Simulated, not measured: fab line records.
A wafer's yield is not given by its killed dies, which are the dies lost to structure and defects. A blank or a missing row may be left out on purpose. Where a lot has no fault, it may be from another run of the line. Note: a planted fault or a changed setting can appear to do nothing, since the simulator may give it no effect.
The tool behind it: which one? || flow rit-cmos || Sampling: 6 lots, 18 wafers, 2 of 202 route steps

== WHAT THE GAUGES READ, wafer by wafer ==
RIT_CONTACT_CD_MEAS_90: target cd 1000 nm.
{"lot": "L153", "measured": "day 3 20:21", "on": "cd-sem-02", "cd-nm (nm)": "1000.0 1000.7 999.5"}
{"lot": "L155", "measured": "day 4 09:45", "on": "cd-sem-02", "cd-nm (nm)": "1002.2 998.0 999.1"}
{"lot": "L159", "measured": "day 4 21:08", "on": "cd-sem-01", "cd-nm (nm)": "999.8 1000.3 1000.9"}
{"lot": "L161", "measured": "day 5 10:37", "on": "cd-sem-02", "cd-nm (nm)": "998.4 998.2 998.3"}
{"lot": "L163", "measured": "day 5 17:38", "on": "cd-sem-02", "cd-nm (nm)": "1000.7 1001.6 1003.1"}
{"lot": "L172", "measured": "day 7 15:38", "on": "cd-sem-02", "cd-nm (nm)": "1002.1 1003.2 1002.8"}

== WHICH TOOL RAN EACH LOT (tool, then ch and the chambers of the sampled wafers, then the start) ==
{"lot": "L153", "RIT_CONTACT_CVD_00": "pecvd-03 ch 0,1, day 3 18:27"}
{"lot": "L155", "RIT_CONTACT_CVD_00": "pecvd-01 ch 0,1, day 4 07:46"}
{"lot": "L159", "RIT_CONTACT_CVD_00": "pecvd-03 ch 1,2, day 4 19:15"}
{"lot": "L161", "RIT_CONTACT_CVD_00": "pecvd-01 ch 0,1,2, day 5 08:41"}
{"lot": "L163", "RIT_CONTACT_CVD_00": "pecvd-02 ch 1,2, day 5 15:39"}
{"lot": "L172", "RIT_CONTACT_CVD_00": "pecvd-02 ch 0,1, day 7 13:43"}
- RIT_CONTACT_CVD_00: deposits SiO2 from TEOS, target thk 400 nm, time 61 s.

== THE ANSWER, worked out from the rows above alone ==
Rule: the usual values come from the lots themselves. Put in order of their means at a reading, lots are off if they are a third of the lots or fewer, leave a main group of 4 or more, and stand apart from it by a gap of 3 or more times the standard deviation of the main group's means; of several such gaps the widest counts. Not used: any main group whose means are identical at the precision the tables above print for the reading. Also off: a lot with no number at a reading for which 4 or more lots have one. The other lots that the step has rows for count as sound.
No lot is off on any of the readings shown, so nothing can be concluded from this.

== WHAT THE SIMULATOR PUT IN ==
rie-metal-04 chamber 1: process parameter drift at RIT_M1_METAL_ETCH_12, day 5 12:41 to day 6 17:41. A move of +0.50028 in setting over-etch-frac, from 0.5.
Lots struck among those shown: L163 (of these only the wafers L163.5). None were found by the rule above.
